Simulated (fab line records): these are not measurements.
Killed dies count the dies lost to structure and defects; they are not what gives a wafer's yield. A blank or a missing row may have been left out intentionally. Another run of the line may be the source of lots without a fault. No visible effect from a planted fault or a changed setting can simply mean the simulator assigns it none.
Commonality check across tools ; flow berkeley cmos170 ; Lots sampled 14, wafers sampled 42

## WHY IT WAS OPENED
2 of 14 lots carry a flag on the reading NWELL_TW at UCB170_NWELL_TW_MEAS_16. Fault-free wafers read 1256, with a standard deviation of 6.4.
Rule: a lot gets a flag if all its wafers with a number sit over 4 standard deviations from that mean, or if no wafer of it has a number. The other lots count as sound.

lot;measured;on;NWELL_TW, wafer by wafer;flag
L219;day 2 14:36;film metro-03;1262 1263 1265;
L220;day 2 18:50;film metro-01;1248 1256 1252;
L221;day 2 23:47;film metro-03;1260 1263 1260;
L223;day 3 06:59;film metro-01;1257 1245 1257;
L225;day 3 15:44;film metro-02;1260 1258 1260;
L227;day 3 21:50;film metro-03;1301 1298 1294;FLAGGED
L226;day 3 22:03;film metro-01;1257 1257 1260;
L228;day 4 09:06;film metro-03;1303 1294 1306;FLAGGED
L232;day 5 03:53;film metro-02;1248 1246 1254;
L233;day 5 09:32;film metro-02;1250 1256 1257;
L235;day 5 13:00;film metro-02;1252 1249 1260;
L237;day 6 01:14;film metro-02;1247 1252 1248;
L240;day 6 11:43;film metro-02;1255 1254 1250;
L241;day 6 18:16;film metro-02;1249 1253 1255;
On average the flagged lots' numbers are 1299, which is +43 against the usual, or +7 standard deviations.

## LOT BY LOT: THE TOOL USED
The record holds 1 process step before the reading, out of a route of 331 steps. Cell contents, in order: the tool; ch with the chambers the sampled wafers went through; the start.
lot;flag;UCB170_NWELL_IMPLANT_14
L219;;implanter-02 ch 0, day 2 14:22
L220;;implanter-04 ch 0, day 2 18:35
L221;;implanter-01 ch 0, day 2 23:34
L223;;implanter-02 ch 0, day 3 06:44
L225;;implanter-02 ch 0, day 3 15:30
L227;FLAGGED;implanter-02 ch 0, day 3 21:37
L226;;implanter-04 ch 0, day 3 21:48
L228;FLAGGED;implanter-02 ch 0, day 4 08:53
L232;;implanter-01 ch 0, day 5 03:38
L233;;implanter-01 ch 0, day 5 09:17
L235;;implanter-01 ch 0, day 5 12:46
L237;;implanter-04 ch 0, day 6 01:01
L240;;implanter-04 ch 0, day 6 11:29
L241;;implanter-04 ch 0, day 6 17:59
These steps, and what they do:
- UCB170_NWELL_IMPLANT_14
- UCB170_NWELL_TW_MEAS_16

## FLAGGED OVER TOTAL, TOOL BY TOOL (the gauges that took the reading come last)
step;tool;lots run;flagged;share of the flagged lots;sound lots run after its first flagged lot
UCB170_NWELL_IMPLANT_14;implanter-01;4;0;none;-
UCB170_NWELL_IMPLANT_14;implanter-02;5;2;all;0
UCB170_NWELL_IMPLANT_14;implanter-04;5;0;none;-
UCB170_NWELL_TW_MEAS_16;film metro-01;3;0;none;-
UCB170_NWELL_TW_MEAS_16;film metro-02;7;0;none;-
UCB170_NWELL_TW_MEAS_16;film metro-03;4;2;all;0

## WHAT IS ALLOWED BY THE TABLE
In 2 table rows, all flagged lots were run: implanter-02 (UCB170_NWELL_IMPLANT_14), film metro-03 (UCB170_NWELL_TW_MEAS_16).
- implanter-02 at UCB170_NWELL_IMPLANT_14 ran 5 lots, 2 of them flagged. A fault beginning between L225 (day 3 15:30), its last sound lot, and L227 (day 3 21:37), its first flagged one, fits the data. Its own readings (dose ions cm2) fall more than 4 standard deviations out on all wafers of the flagged lots.
- film metro-03 at UCB170_NWELL_TW_MEAS_16 ran 4 lots, 2 of them flagged. A fault beginning between L221 (day 2 23:47), its last sound lot, and L227 (day 3 21:50), its first flagged one, fits the data.
Because each of these 2 tools fits a fault that began at some hour, counting lots does not separate them. More lots, or a look at what each step does to the wafer, might.

## WHAT THE SIMULATOR HAD PUT IN
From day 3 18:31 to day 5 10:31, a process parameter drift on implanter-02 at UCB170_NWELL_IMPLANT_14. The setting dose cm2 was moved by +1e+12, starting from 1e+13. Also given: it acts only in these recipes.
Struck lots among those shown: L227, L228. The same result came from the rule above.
